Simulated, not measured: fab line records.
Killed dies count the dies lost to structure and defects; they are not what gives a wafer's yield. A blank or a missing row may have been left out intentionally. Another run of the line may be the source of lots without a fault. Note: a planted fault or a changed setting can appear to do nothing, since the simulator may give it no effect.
Struck lot and sound lot, side by side    flow rit cmos    16 steps out of a route of 202
Sound: wafers L768.1, L768.2, L768.3. Wafers struck: L765.1, L765.4, L765.5. The cause comes at the end.
For every step that has rows: the tool of each side, followed by ch and its chambers, followed by its first start. Under that, the readings that differ: sound wafers    struck wafers    difference of the means    sigmas: that difference in standard deviations of wafers without a fault.
alike: readings with means less than 2 such deviations apart, plus words and numbers identical on both sides. not compared: withheld readings, readings lacking a value on some wafer, bounds such as >300 that could conceal the same value, and numbers that have no deviation in the record and whose values overlap.
Wherever a step has rows on one side only, a row that says differs or no value, or a row with sigmas, the two part there. Non-overlapping numbers with no deviation appear without sigmas and do not part them. Lack of a reading on every wafer of one side parts them only where that side has two or more wafers.

first, 4 steps without rows for these wafers: RIT_PLDD_SOFTBAKE_02 (time 60 s); RIT_PLDD_EXPOSE_03 (exposes mask M8, target cd 40900 nm); RIT_PLDD_PEB_04; RIT_PLDD_DEVELOP_05 (develop time 50 s).
RIT_PLDD_OVL_MEAS_06:
  sound on overlay-02 at day 5 14:28; struck on overlay-02 at day 5 01:04
  alike: PLDD_OVL
then, 2 steps without rows for these wafers: RIT_PLDD_HARDBAKE_07 (time 60 s); RIT_PLDD_IMPLANT_08.
RIT_PLDD_STRIP_09: strips in O2, time 180 s.
  sound on plasma asher-01 ch 0,1, day 5 14:48; struck on plasma asher-03 ch 0,1, day 5 01:24
  alike: chamber pressure mTorr, drypump motor current A, rf refl power W
  not compared: rf hours counter h
RIT_PLDD_TW_MEAS_10:
  sound on film metro-02 at day 5 14:58; struck on film metro-01 at day 5 01:34
  alike: PLDD_TW
then, 3 steps without rows for these wafers: RIT_SPACER_CLEAN_00 (cleans in SC1, time 600 s); RIT_SPACER_CLEAN_01 (cleans in dHF, time 30 s); RIT_SPACER_CLEAN_02 (cleans in SC2, time 600 s).
RIT_SPACER_CVD_03: deposits Si3N4 from SiH2Cl2/NH3, target thk 250 nm, time 3300 s.
  sound on lpcvd-01 ch 0, day 5 15:35; struck on lpcvd-02 ch 0, day 5 03:07
reading                                   sound              struck             difference  sigmas
model.Si3N4_of_SPACER_CVD_03.thk nm (nm)  250.1 250.1 250.5  320.6 321.2 317.8  +69.6       
RIT_SPACER_THK_MEAS_04:
  sound on film metro-03 at day 5 18:28; struck on film metro-02 at day 5 05:01
reading                  sound              struck             difference  sigmas
SPACER_NITRIDE_THK (nm)  250.2 250.1 250.4  320.6 320.9 317.9  +69.6       +35
RIT_SPACER_ETCHBACK_05: etches Si3N4 in SF6/CHF3, stops on SiO2, target depth 250 nm, time 240 s.
  sound on rie diel-03 ch 0,1,3, day 5 18:32; struck on rie diel-03 ch 1,2,3, day 5 05:05
reading                                   sound              struck             difference  sigmas
oes product au (a.u.)                     0.851 0.846 0.859  0.997 0.965 1.002  +0.136      +10
model.etch.depth nm (nm)                  250.1 250.1 250.5  310.6 302.6 317.6  +60.0       
model.Si3N4_of_SPACER_CVD_03.thk nm (nm)  195 196.4 197.6    251.7 254 248      +54.9       
  alike: chamber pressure mTorr, drypump motor current A, throttle valve pct
  not compared: rf hours counter h
then, 1 step without rows for these wafers: RIT_NSD_HMDS_00 (prime time 60 s).

== WHERE THEY PART ==
Last at RIT_SPACER_ETCHBACK_05 as far as this record goes, first at RIT_SPACER_THK_MEAS_04.

WHY: whatever the simulator had introduced
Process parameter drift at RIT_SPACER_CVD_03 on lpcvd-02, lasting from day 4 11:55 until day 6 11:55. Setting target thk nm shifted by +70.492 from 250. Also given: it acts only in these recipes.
